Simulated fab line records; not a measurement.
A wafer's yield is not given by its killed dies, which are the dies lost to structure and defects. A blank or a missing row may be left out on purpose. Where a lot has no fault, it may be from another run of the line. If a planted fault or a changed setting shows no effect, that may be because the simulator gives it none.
fab line records	flow rit-cmos
record: lots: 6	wafers: 18	last-day: 7
route steps=202 shown SPACER@127 NSD@131 PSD@142 SDANNEAL@153 PLDD@159 M1@202
lots with no fault: from the same line, run without faults
start-h: hours from the record's first day to the start of the lot's first wafer shown	wait-h: hours since the lot's step before	" unchanged from the row above	L1.1+2: several wafers, shown together as one row	- no value, or no start was given	* or withheld: withheld	< > ~ a bound
route shown NAME@n: names a module that has steps shown in the file, with the first one's number in the route	usual: mean and standard deviation over wafers with no fault	same: alike in all rows	chamber/n: place in a boat	sites: readings site by site	_std_site: how widely they spread, as a standard deviation	_edge_site: the outer-site mean with the inner-site mean subtracted	radius-mm: for every site, how far away it sits from the centre of the wafer	mask NAME#n: copy n	behind: the last tool/chamber to shape the wafer	hold: cause of the lot's hold/its duration in hours/its outcome	device: names the non-switching transistor (n, p or np)	end of line: at the end of the route, the tests of the same wafers	step lacking rows: just its recipe	killed: count of dies lost to structure and defects at first sort (not the wafer's yield)	map: shows each die of a wafer: x if killed, . if not, _ if none is there
set.NAME: the setting that was run; set.NAME@STEP: the one run at that earlier step	model.NAME: the simulator's own value behind a step, which no gauge read
lots seen at some steps along the route; tables by step, rows by wafer
services: the hour from which a tool's chamber was out of use, counted from the record's first day as start-h (under 0 if before that day), plus the number of hours and why
== steps ==
step: RIT_SPACER_CLEAN_02
recipe: chemistry: SC2	mix: 3:3:50	time-s: 600	temp-c: 75	dry: n2-spin
step: RIT_SPACER_CVD_03
recipe: material: Si3N4	target-thk-nm: 250	temp-c: 810	precursor: SiH2Cl2/NH3	time-s: 3300	pressure-mtorr: 300	sih2cl2-flow-sccm: 60	nh3-flow-sccm: 150
step: RIT_SPACER_THK_MEAS_04
recipe: reads: Si3N4_of_SPACER_CVD_03
usual: SPACER_NITRIDE_THK: 249.1/2.2
lot.wafer	tool	chamber	start-h	wait-h	SPACER_NITRIDE_THK[nm]
L104.1	film-metro-01	-	50.88	0.0	253.5
L104.2	"	-	"	"	252.5
L104.6	"	-	"	"	254.6
L105.1	film-metro-02	-	53.96	0.0	247.1
L105.3	"	-	"	"	248.7
L105.5	"	-	"	"	249.1
L116.1	film-metro-03	-	107.23	0.0	253.0
L116.3	"	-	"	"	253.1
L116.6	"	-	"	"	251.5
L117.3	film-metro-01	-	112.10	0.0	249.9
L117.4	"	-	"	"	247.4
L117.6	"	-	"	"	249.5
L121.4	film-metro-03	-	131.44	0.0	251.7
L121.5	"	-	"	"	248.2
L121.6	"	-	"	"	250.8
L125.2	film-metro-03	-	151.55	0.0	250.3
L125.5	"	-	"	"	248.1
L125.6	"	-	"	"	250.1
step: RIT_SPACER_ETCHBACK_05
recipe: target-depth-a: 2500	SF6_flow_sccm: 30	CHF3_flow_sccm: 30	target: Si3N4	chemistry: SF6/CHF3	pressure-mtorr: 40	rf-w: 250	time-s: 240	stop-on: SiO2
usual: drypump-motor-current-A: 5.6/0.48	oes-product-au: 0.840/0.014	throttle-valve-pct: 10.30/0.17
lot.wafer	tool	chamber	start-h	wait-h	drypump-motor-current-A	oes-product-au	rf-hours-counter-h	throttle-valve-pct
L104.1	rie-diel-01	1	50.94	0.1	5.8	0.869	150	10.42
L104.2	"	2	"	"	5.2	0.828	118	10.12
L104.6	"	0	"	"	6.5	0.842	-	9.94
L105.1	rie-diel-02	1	54.02	0.1	5.4	0.839	6	10.20
L105.3	"	0	"	"	6.5	0.818	3	10.56
L105.5	"	1	"	"	5.4	0.838	-	10.21
L116.1	rie-diel-02	0	107.29	0.1	6.5	0.832	4	10.56
L116.3	"	3	"	"	5.0	0.865	127	10.30
L116.6	"	2	"	"	5.4	0.853	-	10.41
L117.3	rie-diel-01	0	112.14	0.0	6.5	0.837	72	9.92
L117.4	"	1	"	"	5.8	0.848	152	10.41
L117.6	"	0	"	"	6.5	0.830	-	9.92
L121.4	rie-diel-04	3	131.47	0.0	5.3	0.851	71	10.37
L121.5	"	2	"	"	5.6	0.821	-	10.45
L121.6	"	3	"	"	5.2	0.850	-	10.37
L125.2	rie-diel-04	3	151.60	0.0	5.2	0.851	71	10.38
L125.5	"	3	"	"	5.2	0.848	-	10.38
L125.6	"	2	"	"	5.5	0.823	-	10.42
step: RIT_NSD_HMDS_00
recipe: prime-time-s: 60	prime-temp-c: 140
step: RIT_NSD_COAT_01
recipe: resist: NOVOLAK	spin-rpm: 3250	resist-thk-nm: 1000
step: RIT_NSD_SOFTBAKE_02
recipe: resist: NOVOLAK	temp-c: 90	time-s: 60
step: RIT_NSD_EXPOSE_03
recipe: mask-id: M9	na: 0.57	target-cd-nm: 40700	dose-mj: 250
step: RIT_NSD_PEB_04
recipe: resist: NOVOLAK	temp-c: withheld	time-s: withheld
step: RIT_NSD_DEVELOP_05
recipe: resist: NOVOLAK	develop-time-s: 50	dev-temp-c: 23
step: RIT_NSD_OVL_MEAS_06
usual: NSD_OVL: 1.2/1.4
lot.wafer	tool	chamber	start-h	wait-h	NSD_OVL[nm]
L104.1	overlay-02	-	52.10	-	2.3
L104.2	"	-	"	"	1.4
L104.6	"	-	"	"	2.7
L105.1	overlay-02	-	55.18	-	-2.5
L105.3	"	-	"	"	-0.7
L105.5	"	-	"	"	-0.3
L116.1	overlay-02	-	108.41	-	1.6
L116.3	"	-	"	"	-0.4
L116.6	"	-	"	"	-0.8
L117.3	overlay-02	-	113.20	-	3.6
L117.4	"	-	"	"	2.6
L117.6	"	-	"	"	2.7
L121.4	overlay-02	-	132.76	-	-1.3
L121.5	"	-	"	"	0.8
L121.6	"	-	"	"	1.7
L125.2	overlay-02	-	152.61	-	1.1
L125.5	"	-	"	"	1.1
L125.6	"	-	"	"	1.3
step: RIT_NSD_HARDBAKE_07
recipe: resist: NOVOLAK	temp-c: 140	time-s: 60
step: RIT_NSD_IMPLANT_08
recipe: species: P	energy-kev: 25	dose-cm2: 1e+15	tilt-deg: 7
usual: dose-ions-cm2: 9.999e+14/1.1e+12	end-station-pressure-torr: 7.5e-06/3.9e-07	faraday-current-uA: 3136/63
lot.wafer	tool	chamber	start-h	wait-h	dose-ions-cm2	end-station-pressure-torr	faraday-current-uA
L104.1	implanter-01	0	52.29	0.1	9.995e+14	8.1e-06	3111
L104.2	"	0	"	"	1.0003e+15	8.4e-06	3151
L104.6	"	0	"	"	9.999e+14	7.3e-06	3178
L105.1	implanter-04	0	55.37	0.1	1.0009e+15	7.4e-06	3120
L105.3	"	0	"	"	1.0018e+15	7.4e-06	3201
L105.5	"	0	"	"	1.0014e+15	7.6e-06	3096
L116.1	implanter-01	0	108.60	0.1	1.4446e+15	9e-06	4550
L116.3	"	0	"	"	1.4442e+15	8.2e-06	4538
L116.6	"	0	"	"	1.4457e+15	9e-06	4600
L117.3	implanter-01	0	113.43	0.1	1.4472e+15	8.6e-06	4520
L117.4	"	0	"	"	1.4473e+15	8.4e-06	4409
L117.6	"	0	"	"	1.446e+15	8.6e-06	4687
L121.4	implanter-03	0	133.00	0.1	1.0011e+15	7.7e-06	3054
L121.5	"	0	"	"	9.992e+14	7.5e-06	3124
L121.6	"	0	"	"	9.998e+14	7.6e-06	3202
L125.2	implanter-04	0	152.81	0.1	1.0003e+15	7.7e-06	3118
L125.5	"	0	"	"	1.0004e+15	7.5e-06	3068
L125.6	"	0	"	"	9.98e+14	7.9e-06	3099
step: RIT_NSD_STRIP_09
recipe: chemistry: O2	time-s: 180	resist: NOVOLAK	platen-temp-c: withheld	power-w: 500	pressure-mtorr: 4000	o2-flow-sccm: 4000
usual: drypump-motor-current-A: 5.7/0.34	rf-refl-power-W: 7.0/1.6
lot.wafer	tool	chamber	start-h	wait-h	drypump-motor-current-A	rf-hours-counter-h	rf-refl-power-W
L104.1	plasma-asher-02	1	52.44	0.1	6.1	22	6.6
L104.2	"	0	"	"	5.7	22	6.7
L104.6	"	0	"	"	5.7	-	6.6
L105.1	plasma-asher-03	1	55.52	0.1	5.7	44	8.7
L105.3	"	0	"	"	5.7	-	3.7
L105.5	"	1	"	"	5.7	-	8.5
L116.1	plasma-asher-04	0	108.75	0.1	5.1	46	8.6
L116.3	"	0	"	"	5.1	-	9.0
L116.6	"	0	"	"	5.1	-	8.6
L117.3	plasma-asher-03	1	113.68	0.2	5.7	-	8.6
L117.4	"	0	"	"	5.7	-	4.0
L117.6	"	1	"	"	5.7	-	8.4
L121.4	plasma-asher-03	0	133.13	0.1	5.8	-	3.7
L121.5	"	1	"	"	5.7	-	8.2
L121.6	"	0	"	"	5.8	-	3.7
L125.2	plasma-asher-02	1	152.94	0.1	6.1	27	6.7
L125.5	"	1	"	"	6.1	-	6.7
L125.6	"	0	"	"	5.7	-	6.6
step: RIT_NSD_TW_MEAS_10
usual: NSD_TW: 3129/32
lot.wafer	tool	chamber	start-h	wait-h	NSD_TW
L104.1	film-metro-04	-	52.61	0.1	3164
L104.2	"	-	"	"	3178
L104.6	"	-	"	"	3157
L105.1	film-metro-04	-	55.69	0.1	3169
L105.3	"	-	"	"	3158
L105.5	"	-	"	"	3158
L116.1	film-metro-01	-	108.92	0.1	3310
L116.3	"	-	"	"	3301
L116.6	"	-	"	"	3318
L117.3	film-metro-04	-	113.82	0.1	3381
L117.4	"	-	"	"	3388
L117.6	"	-	"	"	3387
L121.4	film-metro-01	-	133.28	0.1	3101
L121.5	"	-	"	"	3106
L121.6	"	-	"	"	3091
L125.2	film-metro-01	-	153.12	0.1	3089
L125.5	"	-	"	"	3070
L125.6	"	-	"	"	3083
step: RIT_PSD_HMDS_00
recipe: prime-time-s: 60	prime-temp-c: 140
step: RIT_PSD_COAT_01
recipe: resist: NOVOLAK	spin-rpm: 3250	resist-thk-nm: 994.2
step: RIT_PSD_SOFTBAKE_02
recipe: resist: NOVOLAK	temp-c: 90	time-s: 60
step: RIT_PSD_EXPOSE_03
recipe: mask-id: M10	na: 0.57	target-cd-nm: 40900	dose-mj: 250
step: RIT_PSD_PEB_04
recipe: resist: NOVOLAK	temp-c: withheld	time-s: withheld
step: RIT_PSD_DEVELOP_05
recipe: resist: NOVOLAK	develop-time-s: 50	dev-temp-c: 23
step: RIT_PSD_OVL_MEAS_06
usual: PSD_OVL: 0.5/1.6
lot.wafer	tool	chamber	start-h	wait-h	PSD_OVL[nm]
L104.1	overlay-02	-	53.65	-	1.2
L104.2	"	-	"	"	2.0
L104.6	"	-	"	"	-1.0
L105.1	overlay-02	-	56.88	-	1.2
L105.3	"	-	"	"	-1.7
L105.5	"	-	"	"	-0.2
L116.1	overlay-01	-	110.06	-	0.5
L116.3	"	-	"	"	1.9
L116.6	"	-	"	"	-0.1
L117.3	overlay-02	-	114.72	-	1.6
L117.4	"	-	"	"	0.9
L117.6	"	-	"	"	0.2
L121.4	overlay-01	-	134.18	-	-1.3
L121.5	"	-	"	"	0.7
L121.6	"	-	"	"	-0.6
L125.2	overlay-01	-	154.15	-	2.2
L125.5	"	-	"	"	1.0
L125.6	"	-	"	"	0.0
step: RIT_PSD_HARDBAKE_07
recipe: resist: NOVOLAK	temp-c: 140	time-s: 60
step: RIT_PSD_IMPLANT_08
recipe: species: BF2	energy-kev: 27	dose-cm2: 4.905e+15	tilt-deg: 7
step: RIT_PSD_STRIP_09
recipe: chemistry: O2	time-s: 180	resist: NOVOLAK	platen-temp-c: withheld	power-w: 500	pressure-mtorr: 4000	o2-flow-sccm: 4000
usual: drypump-motor-current-A: 5.6/0.33	rf-refl-power-W: 6.6/1.9
lot.wafer	tool	chamber	start-h	wait-h	drypump-motor-current-A	rf-hours-counter-h	rf-refl-power-W
L104.1	plasma-asher-01	0	53.98	0.1	5.0	41	6.9
L104.2	"	1	"	"	6.0	41	6.5
L104.6	"	1	"	"	6.0	-	6.3
L105.1	plasma-asher-03	1	57.22	0.1	5.6	44	8.6
L105.3	"	1	"	"	5.7	-	8.4
L105.5	"	0	"	"	5.7	-	3.5
L116.1	plasma-asher-03	0	110.40	0.1	5.7	50	3.9
L116.3	"	0	"	"	5.8	-	3.6
L116.6	"	1	"	"	5.7	-	8.6
L117.3	plasma-asher-03	1	115.11	0.1	5.7	-	8.9
L117.4	"	0	"	"	5.7	-	3.8
L117.6	"	0	"	"	5.8	-	3.8
L121.4	plasma-asher-04	0	134.55	0.1	5.1	-	8.8
L121.5	"	0	"	"	5.1	-	8.5
L121.6	"	1	"	"	6.0	-	7.0
L125.2	plasma-asher-03	0	154.48	0.1	5.8	57	4.1
L125.5	"	1	"	"	5.7	-	8.8
L125.6	"	0	"	"	5.7	-	3.9
step: RIT_PSD_TW_MEAS_10
usual: PSD_TW: 3444/34
lot.wafer	tool	chamber	start-h	wait-h	PSD_TW
L104.1	film-metro-01	-	54.16	0.1	3419
L104.2	"	-	"	"	3421
L104.6	"	-	"	"	3412
L105.1	film-metro-01	-	57.39	0.1	3406
L105.3	"	-	"	"	3405
L105.5	"	-	"	"	3413
L116.1	film-metro-02	-	110.57	0.1	3435
L116.3	"	-	"	"	3457
L116.6	"	-	"	"	3451
L117.3	film-metro-01	-	115.24	0.1	3391
L117.4	"	-	"	"	3379
L117.6	"	-	"	"	3391
L121.4	film-metro-02	-	134.70	0.1	3429
L121.5	"	-	"	"	3426
L121.6	"	-	"	"	3449
L125.2	film-metro-01	-	154.67	0.1	3391
L125.5	"	-	"	"	3376
L125.6	"	-	"	"	3387
step: RIT_SDANNEAL_CLEAN_00
recipe: chemistry: SC1	mix: 3:3:50	time-s: 600	temp-c: 75
step: RIT_SDANNEAL_CLEAN_01
recipe: chemistry: dHF	dilution: 50:1	time-s: 30
step: RIT_SDANNEAL_CLEAN_02
recipe: chemistry: SC2	mix: 3:3:50	time-s: 600	temp-c: 75	dry: n2-spin
step: RIT_SDANNEAL_RTA_03
recipe: temp-c: 1050	time-s: 5	idle-temp-c: 600	ramp-up-c-per-s: 342	ramp-down-c-per-s: 171	cool-to-c: 600	ambient: N2
usual: wafer_temp_C_max: 1053.6/1.1
lot.wafer	tool	chamber	start-h	wait-h	wafer_temp_C_max
L104.1	rtp-anneal-02	0	54.59	0.0	1052.2
L104.2	"	0	"	"	1053.4
L104.6	"	0	"	"	1054.2
L105.1	rtp-anneal-01	0	57.82	0.0	1053.8
L105.3	"	0	"	"	1053.4
L105.5	"	0	"	"	1053.5
L116.1	rtp-anneal-02	0	111.03	0.0	1053.2
L116.3	"	0	"	"	1055.1
L116.6	"	0	"	"	1054.8
L117.3	rtp-anneal-01	0	115.67	0.0	1051.3
L117.4	"	0	"	"	1053.1
L117.6	"	0	"	"	1053.7
L121.4	rtp-anneal-01	0	135.16	0.0	1052.9
L121.5	"	0	"	"	1052.3
L121.6	"	0	"	"	1053.7
L125.2	rtp-anneal-01	0	155.10	0.0	1053.5
L125.5	"	0	"	"	1053.1
L125.6	"	0	"	"	1054.4
step: RIT_SDANNEAL_RS_MEAS_04
recipe: thk-meas-gauge: four-point-probe
usual: PSD_RS: 116.25/0.25
lot.wafer	tool	chamber	start-h	wait-h	PSD_RS[ohm/sq]
L104.1	film-metro-01	-	54.64	0.0	116.36
L104.2	"	-	"	"	116.40
L104.6	"	-	"	"	116.01
L105.1	film-metro-01	-	57.88	0.0	116.14
L105.3	"	-	"	"	116.38
L105.5	"	-	"	"	116.23
L116.1	film-metro-04	-	111.09	0.0	116.40
L116.3	"	-	"	"	115.90
L116.6	"	-	"	"	116.41
L117.3	film-metro-02	-	115.75	0.1	116.35
L117.4	"	-	"	"	116.59
L117.6	"	-	"	"	116.21
L121.4	film-metro-01	-	135.25	0.1	116.09
L121.5	"	-	"	"	116.33
L121.6	"	-	"	"	116.40
L125.2	film-metro-02	-	155.16	0.1	116.21
L125.5	"	-	"	"	115.95
L125.6	"	-	"	"	115.96
step: RIT_SDANNEAL_RS_MEAS_05
recipe: thk-meas-gauge: four-point-probe
usual: NSD_RS: 84.7/0.3
lot.wafer	tool	chamber	start-h	wait-h	NSD_RS[ohm/sq]
L104.1	film-metro-01	-	54.76	0.1	84.5
L104.2	"	-	"	"	84.5
L104.6	"	-	"	"	84.8
L105.1	film-metro-01	-	58.00	0.1	84.8
L105.3	"	-	"	"	84.6
L105.5	"	-	"	"	84.5
L116.1	film-metro-04	-	111.21	0.1	63.7
L116.3	"	-	"	"	63.9
L116.6	"	-	"	"	63.9
L117.3	film-metro-02	-	115.87	0.1	64.2
L117.4	"	-	"	"	64.2
L117.6	"	-	"	"	64.2
L121.4	film-metro-01	-	135.37	0.1	84.9
L121.5	"	-	"	"	85.2
L121.6	"	-	"	"	85.0
L125.2	film-metro-02	-	155.28	0.1	85.0
L125.5	"	-	"	"	84.7
L125.6	"	-	"	"	84.8
step: RIT_SDANNEAL_RS_MEAS_06
recipe: thk-meas-gauge: four-point-probe
usual: PLDD_RS: 178.8/0.44
lot.wafer	tool	chamber	start-h	wait-h	PLDD_RS[ohm/sq]
L104.1	film-metro-01	-	54.88	0.1	179.1
L104.2	"	-	"	"	179.1
L104.6	"	-	"	"	179.0
L105.1	film-metro-01	-	58.12	0.1	179.0
L105.3	"	-	"	"	178.4
L105.5	"	-	"	"	178.3
L116.1	film-metro-04	-	111.33	0.1	178.8
L116.3	"	-	"	"	178.4
L116.6	"	-	"	"	178.7
L117.3	film-metro-02	-	115.99	0.1	178.7
L117.4	"	-	"	"	178.8
L117.6	"	-	"	"	178.6
L121.4	film-metro-01	-	135.49	0.1	178.6
L121.5	"	-	"	"	178.5
L121.6	"	-	"	"	179.0
L125.2	film-metro-02	-	155.40	0.1	179.0
L125.5	"	-	"	"	179.3
L125.6	"	-	"	"	178.8
step: RIT_M1_PROBE_99
usual: killed-at-contacts: 0.1/0.26	killed-at-front-end: 7/3.2	killed-dies: 7/3.2	killed-open: 3.2/2.1	killed-short: 3.7/2.1
same: gross-dies: 264	killed_at_M0_to_M3: 0	killed_at_M4_up: 0	killed-at-back-side: 0	killed-at-other: 0
lot.wafer	tool	chamber	start-h	wait-h	killed-at-contacts	killed-at-front-end	killed-dies	killed-open	killed-short	model.etest.nmos_0p3.r-on-ohm-um	model.etest.nmos_0p15.r-on-ohm-um	model.etest.nmos_0p15.drive-ua-um	model.etest.contact-nplus.end-ohm-um	model.etest.nmos-narrow.drive-ua-um	model.etest.nmos_0p3.drive-ua-um	model.etest.npoly-line.rs-ohm-sq	model.etest.nmos_0p15.tox-inv-nm
L104.1	prober-02	-	62.83	0.1	0	8	8	2	6	2182	1154	451.9	41.07	217.5	221.6	16.84	4.533
L104.2	prober-02	-	62.88	0.1	0	3	3	2	1	2166	1123	457.1	39	223.3	222	17.07	4.506
L104.6	prober-02	-	63.08	0.2	0	8	8	2	6	2192	1168	449.5	40.7	219.5	220.5	17	4.484
L105.1	prober-01	-	65.52	0.1	0	11	11	4	7	2110	1078	480.4	41.24	225.1	226.4	16.94	4.533
L105.3	prober-01	-	65.62	0.2	0	9	9	4	5	2205	1125	467.7	41.41	216.3	220.4	16.74	4.541
L105.5	prober-01	-	65.72	0.2	0	3	3	2	1	2121	1080	470	41.6	221	224.8	16.67	4.524
L116.1	prober-02	-	119.62	0.1	0	7	7	5	2	2081	1084	478.8	24.88	236.6	232.7	16.62	4.316
L116.3	prober-02	-	119.72	0.2	0	11	11	4	7	2080	1095	476.4	25.25	231.5	234.2	16.64	4.253
L116.6	prober-02	-	119.87	0.2	0	5	5	2	3	2108	1123	466.7	25.51	230.2	233.2	16.62	4.304
L117.3	prober-01	-	123.77	0.2	0	11	11	6	5	2156	1143	463.6	25.72	225.1	227.8	16.86	4.271
L117.4	prober-01	-	123.82	0.2	1	9	10	4	6	2135	1179	458.4	25.68	230.6	230.8	16.84	4.22
L117.6	prober-01	-	123.92	0.2	0	2	2	0	2	2125	1160	455.7	25.73	227.9	230.9	16.86	4.243
L121.4	prober-01	-	142.76	0.2	0	6	6	2	4	2164	1124	467.1	41.11	212	220.1	16.96	4.536
L121.5	prober-01	-	142.81	0.2	0	6	6	5	1	2243	1158	448.5	42.84	208.5	213.4	16.78	4.577
L121.6	prober-01	-	142.86	0.2	0	9	9	5	4	2197	1118	448.8	41.36	211.1	214.8	16.88	4.612
L125.2	prober-01	-	162.43	0.1	0	5	5	1	4	2195	1153	451.5	42.74	214.6	217.3	16.79	4.581
L125.5	prober-01	-	162.58	0.2	0	9	9	4	5	2190	1123	464.9	43.1	217.4	217	16.91	4.569
L125.6	prober-01	-	162.63	0.2	0	6	6	2	4	2228	1189	440.1	43.44	214.5	216.2	16.67	4.548
killed by level:class
L104.1 FOX1:geometric-particle:short=3 GATE:geometric-particle:short=2 FOX1:geometric-particle:open=1 GATE:geometric-particle:open=1 REOX:geometric-particle:short=1
L104.2 FOX1:geometric-particle:short=1 GATE:geometric-particle:open=1 SPACER:geometric-particle:open=1
L104.6 FOX1:geometric-particle:short=2 GATE:geometric-particle:short=2 FOX2:geometric-particle:open=1 REOX:geometric-particle:open=1 REOX:geometric-particle:short=1 SILICIDE:geometric-particle:short=1
L105.1 FOX1:geometric-particle:short=3 REOX:geometric-particle:short=2 FOX1:geometric-particle:open=1 GATE:geometric-particle:open=1 FOX2:geometric-particle:short=1 GATE:geometric-particle:short=1 REOX:geometric-particle:open=1 SILICIDE:geometric-particle:open=1
L105.3 GATE:geometric-particle:short=3 FOX1:geometric-particle:short=1 FOX2:geometric-particle:open=1 GATE:geometric-particle:open=1 REOX:geometric-particle:open=1 SPACER:geometric-particle:short=1 SPACER:geometric-particle:open=1
L105.5 FOX1:geometric-particle:open=1 GATE:geometric-particle:open=1 SILICIDE:geometric-particle:short=1
L116.1 FOX1:geometric-particle:short=2 GATE:geometric-particle:open=2 REOX:geometric-particle:open=2 FOX1:geometric-particle:open=1
L116.3 GATE:geometric-particle:short=5 FOX1:geometric-particle:open=1 FOX1:geometric-particle:short=1 GATE:geometric-particle:open=1 REOX:geometric-particle:open=1 SILICIDE:geometric-particle:short=1 SILICIDE:geometric-particle:open=1
L116.6 FOX1:geometric-particle:open=1 FOX1:geometric-particle:short=1 FOX2:geometric-particle:open=1 GATE:geometric-particle:short=1 REOX:geometric-particle:short=1
L117.3 FOX1:geometric-particle:short=2 GATE:geometric-particle:open=2 REOX:geometric-particle:open=2 SPACER:geometric-particle:open=2 FOX2:geometric-particle:short=1 GATE:geometric-particle:short=1 REOX:geometric-particle:short=1
L117.4 GATE:geometric-particle:open=2 GATE:geometric-particle:short=2 FOX1:geometric-particle:short=1 FOX2:geometric-particle:open=1 CONTACT:geometric-particle:short=1 REOX:geometric-particle:open=1 SPACER:geometric-particle:short=1 SILICIDE:geometric-particle:short=1
L117.6 REOX:geometric-particle:short=1 SPACER:geometric-particle:short=1
L121.4 GATE:geometric-particle:short=2 SILICIDE:geometric-particle:open=2 SPACER:geometric-particle:short=1 SILICIDE:geometric-particle:short=1
L121.5 GATE:geometric-particle:open=3 SILICIDE:geometric-particle:open=2 SILICIDE:geometric-particle:short=1
L121.6 GATE:geometric-particle:short=2 SPACER:geometric-particle:open=2 GATE:geometric-particle:open=1 REOX:geometric-particle:short=1 REOX:geometric-particle:open=1 SILICIDE:geometric-particle:short=1 SILICIDE:geometric-particle:open=1
L125.2 SILICIDE:geometric-particle:short=2 GATE:geometric-particle:short=1 GATE:geometric-particle:open=1 SPACER:geometric-particle:short=1
L125.5 GATE:geometric-particle:short=3 GATE:geometric-particle:open=2 SILICIDE:geometric-particle:open=2 SPACER:geometric-particle:short=1 SILICIDE:geometric-particle:short=1
L125.6 SILICIDE:geometric-particle:short=2 FOX1:geometric-particle:short=1 FOX2:geometric-particle:short=1 REOX:geometric-particle:open=1 SILICIDE:geometric-particle:open=1
== services ==
tool	chamber	start-h	hours	kind
rie-diel-02	2	33.32	12.3	repair
implanter-01	-	46.12	1.4	repair
rie-diel-01	1	64.65	1.4	repair
rie-diel-04	-	68.26	2.8	pm
implanter-03	-	72.09	3.0	pm
rie-diel-04	2	73.09	7.9	repair
rie-diel-01	-	82.53	0.4	repair
implanter-04	-	84.53	8.6	pm
rie-diel-02	2	89.08	3.8	repair
rie-diel-01	0	91.52	3.6	repair
plasma-asher-02	-	92.79	55.8	repair
rie-diel-04	3	102.39	4.4	repair
plasma-asher-04	-	108.92	9.0	pm
plasma-asher-04	0	108.92	9.0	vent-cycle
plasma-asher-04	1	108.92	9.0	vent-cycle
plasma-asher-04	0	117.92	-	clean
plasma-asher-04	1	117.92	-	clean
rie-diel-02	-	120.74	2.8	pm
rtp-anneal-02	-	132.92	4.8	pm
implanter-04	-	133.93	5.2	pm
rtp-anneal-01	-	142.68	1.5	pm
rie-diel-02	0	145.76	7.4	repair
== key ==
first-sign: step: RIT_NSD_IMPLANT_08	reading: dose-ions-cm2	direction: up	sigmas: 99+	usual: 9.999e+14	struck: 1.4458e+15
effect: step: RIT_NSD_IMPLANT_08	reading: faraday-current-uA	direction: up	sigmas: 22	usual: 3136	struck: 4551
effect: step: RIT_NSD_TW_MEAS_10	reading: NSD_TW	direction: up	sigmas: 6.8	usual: 3129	struck: 3348
effect: step: RIT_SDANNEAL_RS_MEAS_05	reading: NSD_RS	direction: down	sigmas: 69	usual: 84.7	struck: 64.0
model-effect: step: RIT_M1_PROBE_99	value: etest.nmos_0p3.r-on-ohm-um	without: 2249	struck: 2114
met-at RIT_NSD_IMPLANT_08
struck-wafers L116.1,L116.3,L116.6,L117.3,L117.4,L117.6
tester-left-out L116,L117
onset-between 52.29 108.60
fault: kind: process-parameter-drift	tool: implanter-01	chamber: -	onset-h: 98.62	steps: RIT_NSD_IMPLANT_08	channel: dose-cm2	offset: 4.4612e+14	shape: step	end-h: 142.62	acts-in: these-recipes-only	stated: 1e+15
tester-left-out: of these lots the tester's yield and bins aren't shown, on N5 and GAA mostly nor the transistor test; their killed dies are dies lost to structure and defects alone, not to doping, threshold or leakage, so they don't give the yield
